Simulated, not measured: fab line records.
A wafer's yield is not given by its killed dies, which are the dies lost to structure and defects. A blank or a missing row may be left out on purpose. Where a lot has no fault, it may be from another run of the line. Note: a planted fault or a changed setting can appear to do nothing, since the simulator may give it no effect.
Split-lot trial / flow berkeley_cmos170 / on a route of 331 steps: 5 lots, 23 wafers read

THE SPLIT
At UCB170_PFIELD_COAT_01 (resist thk 900 nm), the setting resist_thk_nm was moved away from the recipe's 900 nm on 7 of the 23 wafers read, by -5.2% to +4.2%. The other wafers ran this setting at the recipe's value.

The reading comes from the split's own step.

THE READING
KrF_of_PFIELD_COAT_01.thk_nm (the simulator's own value, which no gauge read), in nm, at UCB170_PFIELD_COAT_01 (resist thk 900 nm). The file does not state a usual value for it. The 16 wafers here that ran the recipe average 900.9 nm, standard deviation 1.4 nm.

wafer=L078.1; tool, chamber at the split=litho_track-02, 0; resist_thk_nm as run, nm=853.4; against the recipe=-5.2%; KrF_of_PFIELD_COAT_01.thk_nm, nm=855; against lot-mates on the recipe=-47.2
wafer=L078.2; tool, chamber at the split=litho_track-02, 0; resist_thk_nm as run, nm=900; against the recipe=recipe; KrF_of_PFIELD_COAT_01.thk_nm, nm=900.7; against lot-mates on the recipe=-
wafer=L078.3; tool, chamber at the split=litho_track-02, 0; resist_thk_nm as run, nm=853.4; against the recipe=-5.2%; KrF_of_PFIELD_COAT_01.thk_nm, nm=857.2; against lot-mates on the recipe=-45.0
wafer=L078.4; tool, chamber at the split=litho_track-02, 0; resist_thk_nm as run, nm=900; against the recipe=recipe; KrF_of_PFIELD_COAT_01.thk_nm, nm=904.1; against lot-mates on the recipe=-
wafer=L078.5; tool, chamber at the split=litho_track-02, 0; resist_thk_nm as run, nm=900; against the recipe=recipe; KrF_of_PFIELD_COAT_01.thk_nm, nm=901.9; against lot-mates on the recipe=-
wafer=L083.1; tool, chamber at the split=litho_track-01, 0; resist_thk_nm as run, nm=900; against the recipe=recipe; KrF_of_PFIELD_COAT_01.thk_nm, nm=902.3; against lot-mates on the recipe=-
wafer=L083.2; tool, chamber at the split=litho_track-01, 0; resist_thk_nm as run, nm=900; against the recipe=recipe; KrF_of_PFIELD_COAT_01.thk_nm, nm=902; against lot-mates on the recipe=-
wafer=L083.4; tool, chamber at the split=litho_track-01, 0; resist_thk_nm as run, nm=900; against the recipe=recipe; KrF_of_PFIELD_COAT_01.thk_nm, nm=900.7; against lot-mates on the recipe=-
wafer=L083.5; tool, chamber at the split=litho_track-01, 0; resist_thk_nm as run, nm=900; against the recipe=recipe; KrF_of_PFIELD_COAT_01.thk_nm, nm=902.4; against lot-mates on the recipe=-
wafer=L083.6; tool, chamber at the split=litho_track-01, 0; resist_thk_nm as run, nm=900; against the recipe=recipe; KrF_of_PFIELD_COAT_01.thk_nm, nm=900.6; against lot-mates on the recipe=-
wafer=L082.1; tool, chamber at the split=litho_track-01, 0; resist_thk_nm as run, nm=936.3; against the recipe=+4.0%; KrF_of_PFIELD_COAT_01.thk_nm, nm=935.1; against lot-mates on the recipe=+36.4
wafer=L082.2; tool, chamber at the split=litho_track-01, 0; resist_thk_nm as run, nm=936.3; against the recipe=+4.0%; KrF_of_PFIELD_COAT_01.thk_nm, nm=935.3; against lot-mates on the recipe=+36.5
wafer=L082.3; tool, chamber at the split=litho_track-01, 0; resist_thk_nm as run, nm=900; against the recipe=recipe; KrF_of_PFIELD_COAT_01.thk_nm, nm=899; against lot-mates on the recipe=-
wafer=L082.4; tool, chamber at the split=litho_track-01, 0; resist_thk_nm as run, nm=936.3; against the recipe=+4.0%; KrF_of_PFIELD_COAT_01.thk_nm, nm=939.7; against lot-mates on the recipe=+41.0
wafer=L082.5; tool, chamber at the split=litho_track-01, 0; resist_thk_nm as run, nm=900; against the recipe=recipe; KrF_of_PFIELD_COAT_01.thk_nm, nm=898.5; against lot-mates on the recipe=-
wafer=L085.1; tool, chamber at the split=litho_track-01, 0; resist_thk_nm as run, nm=937.8; against the recipe=+4.2%; KrF_of_PFIELD_COAT_01.thk_nm, nm=938.7; against lot-mates on the recipe=+38.2
wafer=L085.2; tool, chamber at the split=litho_track-01, 0; resist_thk_nm as run, nm=937.8; against the recipe=+4.2%; KrF_of_PFIELD_COAT_01.thk_nm, nm=938.4; against lot-mates on the recipe=+37.9
wafer=L085.3; tool, chamber at the split=litho_track-01, 0; resist_thk_nm as run, nm=900; against the recipe=recipe; KrF_of_PFIELD_COAT_01.thk_nm, nm=899.8; against lot-mates on the recipe=-
wafer=L085.4; tool, chamber at the split=litho_track-01, 0; resist_thk_nm as run, nm=900; against the recipe=recipe; KrF_of_PFIELD_COAT_01.thk_nm, nm=899.9; against lot-mates on the recipe=-
wafer=L085.6; tool, chamber at the split=litho_track-01, 0; resist_thk_nm as run, nm=900; against the recipe=recipe; KrF_of_PFIELD_COAT_01.thk_nm, nm=901.8; against lot-mates on the recipe=-
wafer=L084.1; tool, chamber at the split=litho_track-01, 0; resist_thk_nm as run, nm=900; against the recipe=recipe; KrF_of_PFIELD_COAT_01.thk_nm, nm=900.7; against lot-mates on the recipe=-
wafer=L084.5; tool, chamber at the split=litho_track-01, 0; resist_thk_nm as run, nm=900; against the recipe=recipe; KrF_of_PFIELD_COAT_01.thk_nm, nm=899.3; against lot-mates on the recipe=-
wafer=L084.6; tool, chamber at the split=litho_track-01, 0; resist_thk_nm as run, nm=900; against the recipe=recipe; KrF_of_PFIELD_COAT_01.thk_nm, nm=900.8; against lot-mates on the recipe=-

THE FIT
A straight line over all 23 wafers: KrF_of_PFIELD_COAT_01.thk_nm changes by +8.8 nm for each +1% of resist_thk_nm; r = +1.00; the points scatter about the line by 1.5 nm.
The same after taking each lot's own level away (the mean of its wafers on the recipe; 23 wafers): +9.11 nm for each +1%; r = +1.00; scatter 1.3 nm.
On that fit, the largest move of resist_thk_nm shifts the reading by 47 nm.
Across the lots, their own levels run from 898.75 to 902.23 nm, a range of 2.5 times the standard deviation given above.
So the lot-to-lot level changes the slope little: the two slopes agree.
Check: with one of the wafers moved furthest among these (-5.2%) left out of the fit, the line predicts -46.8 nm for it against its lot-mates. Against them it came out at -47.2 nm.

OTHER SPLITS APPLIED TO THESE WAFERS
Note: prior to the reading, these wafers also went through further splits. Each is held against what the fit with the lots' levels taken away leaves over:
other split on the same wafers=UCB170_NWELL_COAT_07 spin_rpm; wafers away from the commonest value=9; r with KrF_of_PFIELD_COAT_01.thk_nm (lot level and that fit taken away)=+0.01
other split on the same wafers=UCB170_NWELL_ETCH_13 rf_w; wafers away from the commonest value=6; r with KrF_of_PFIELD_COAT_01.thk_nm (lot level and that fit taken away)=-0.27

THE WHOLE CHAIN: every reading that the file lists as answering this split, in the file's order
step=UCB170_PFIELD_COAT_01; what it does=resist thk 900 nm; reading=KrF_of_PFIELD_COAT_01.thk_nm (the simulator's own value, which no gauge read); change (the file's fit)=+9.09 nm for each +1% of the setting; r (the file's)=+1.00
step=UCB170_PFIELD_STRIP_08; what it does=strips in O2; reading=strip_time_to_endpoint_s; change (the file's fit)=withheld for each +1% of the setting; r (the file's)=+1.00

THE FILE'S OWN FIT
KrF_of_PFIELD_COAT_01.thk_nm changes by +9.09 nm for each +1% of resist_thk_nm, r = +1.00.
